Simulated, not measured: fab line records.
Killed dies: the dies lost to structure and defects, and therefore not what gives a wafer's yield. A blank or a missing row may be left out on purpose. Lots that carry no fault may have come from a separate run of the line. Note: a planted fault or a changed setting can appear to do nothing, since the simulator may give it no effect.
Which tool did it?    flow berkeley_cmos170    Sampling: 13 lots, 39 wafers, 3 of 331 route steps

== WHAT THE GAUGES READ, wafer by wafer ==
UCB170_V2_THK_MEAS_04. Usual: V2_POLISHED_THK 1000.0 nm, standard deviation 1.3.
lot   measured      on             V2_POLISHED_THK (nm)  flag
L878  day 8 15:37   film_metro-03  1002.2 1000.8 999.5   
L882  day 9 18:22   film_metro-03  998.2 999.0 998.9     
L883  day 9 20:04   film_metro-04  999.5 1000.6 1002.8   
L880  day 9 21:35   film_metro-04  1000.6 998.2 997.9    
L885  day 9 21:22   film_metro-03  1001.2 1000.6 1000.2  
L886  day 10 07:14  film_metro-04  999.7 1000.3 1000.1   
L888  day 10 21:13  film_metro-01  1000.9 1001.4 1003.2  
L889  day 11 05:43  film_metro-03  1000.1 1000.7 1000.4  
L892  day 11 09:42  film_metro-03  1000.6 1003.3 999.1   
L894  day 11 21:08  film_metro-04  1000.7 998.0 999.6    
L896  day 12 15:33  film_metro-04  1000.2 1000.5 999.6   
L899  day 12 10:26  film_metro-03  1001.4 1002.2 1000.4  
L897  day 13 12:12  film_metro-01  998.3 997.9 1000.1    

UCB170_V2_CD_MEAS_90 targets a cd of 700 nm. Usual: 699.9 nm for cd_nm, sd 1.5.
lot   measured      on         cd_nm (nm)         flag
L878  day 8 17:32   cd_sem-01  695.8 697.4 697.1  
L882  day 9 21:11   cd_sem-02  700.3 701.5 699.7  
L883  day 9 22:07   cd_sem-02  700.2 700.9 701.2  
L880  day 9 23:58   cd_sem-01  702.4 701.2 702.5  
L885  day 9 23:35   cd_sem-02  700.2 699.6 699.4  
L886  day 10 09:35  cd_sem-01  700.4 702.5 701.8  
L888  day 10 23:05  cd_sem-01  699.5 700.6 698.9  
L889  day 11 08:05  cd_sem-02  700.5 701.0 701.2  
L892  day 11 12:03  cd_sem-01  700.2 701.5 700.6  
L894  day 11 22:46  cd_sem-01  698.6 697.0 699.3  
L896  day 12 17:20  cd_sem-02  699.0 697.7 698.6  
L899  day 12 12:32  cd_sem-01  701.3 701.9 703.5  
L897  day 13 13:49  cd_sem-01  700.4 700.1 700.4  

== WHAT TOOL EACH LOT RAN ON (gives the tool, then ch and the chambers of the sampled wafers, and finally the start) ==
lot   UCB170_SPACER_ETCHBACK_03
L878  rie_diel-03 ch 0,1,3, day 7 15:10
L882  rie_diel-01 ch 1,2, day 8 20:10
L883  rie_diel-03 ch 1,2, day 8 20:10
L880  rie_diel-02 ch 0,1,2, day 8 20:14
L885  rie_diel-01 ch 1,3, day 8 20:14
L886  rie_diel-03 ch 2,3, day 9 07:04
L888  rie_diel-01 ch 0,1,2, day 9 22:50
L889  rie_diel-02 ch 0,1,2, day 10 05:08
L892  rie_diel-03 ch 0,1,3, day 10 05:13
L894  rie_diel-01 ch 0,2,3, day 10 22:01
L896  rie_diel-03 ch 1,2,3, day 11 14:59
L899  rie_diel-02 ch 0,1,2, day 11 14:59
L897  rie_diel-03 ch 0,1, day 12 12:21
- UCB170_SPACER_ETCHBACK_03: etches SiO2 in CHF3/CF4/Ar, stops on Si, target depth 376 nm, time 100 s.

== WHAT THE TOOLS THEMSELVES READ (means of the sampled wafers that have a number; where no wafer has one, the mark that the record gives instead) ==
UCB170_SPACER_ETCHBACK_03. Usual: chamber_pressure_mTorr 199.99 mTorr, standard deviation 0.16; drypump_motor_current_A 5.7 A, standard deviation 0.6; oes_product_au 0.901 a.u., standard deviation 0.017; throttle_valve_pct 6.52 %, standard deviation 0.14.
lot   tool         chamber_pressure_mTorr (mTorr)  drypump_motor_current_A (A)  oes_product_au (a.u.)  throttle_valve_pct (%)  flag
L878  rie_diel-03  199.84                          6.0                          0.914                  6.62                    
L882  rie_diel-01  200.11                          5.3                          0.889                  6.32                    
L883  rie_diel-03  199.89                          5.7                          0.914                  6.66                    
L880  rie_diel-02  199.95                          5.6                          0.901                  6.52                    
L885  rie_diel-01  199.92                          5.1                          0.894                  6.45                    
L886  rie_diel-03  199.85                          5.8                          0.906                  6.62                    
L888  rie_diel-01  199.81                          5.8                          0.889                  6.42                    
L889  rie_diel-02  200.09                          5.6                          0.895                  6.51                    
L892  rie_diel-03  199.94                          6.0                          0.908                  6.63                    
L894  rie_diel-01  200.08                          6.0                          0.877                  6.52                    
L896  rie_diel-03  199.89                          6.0                          0.915                  6.62                    
L899  rie_diel-02  200.01                          5.6                          0.889                  6.51                    
L897  rie_diel-03  200.01                          5.7                          0.903                  6.67                    

== THE ANSWER, worked out from the rows above alone ==
Rule: a lot counts as off when the mean over its wafers that have a number is more than 3 standard deviations away from the usual mean. A lot without any number at a reading at which 4 lots or more have one is off too. Any other lot the step has rows for is counted as sound. After the gauges, taken in route order, come the tools' own readings; for these a lot's mean is taken, as printed above. At the first step where some lot is off, the reading lying furthest off is the one used; lots without a number count as furthest.
Across all readings shown, no lot is off: no conclusion can be drawn from this.

== WHAT THE SIMULATOR HAD PUT IN ==
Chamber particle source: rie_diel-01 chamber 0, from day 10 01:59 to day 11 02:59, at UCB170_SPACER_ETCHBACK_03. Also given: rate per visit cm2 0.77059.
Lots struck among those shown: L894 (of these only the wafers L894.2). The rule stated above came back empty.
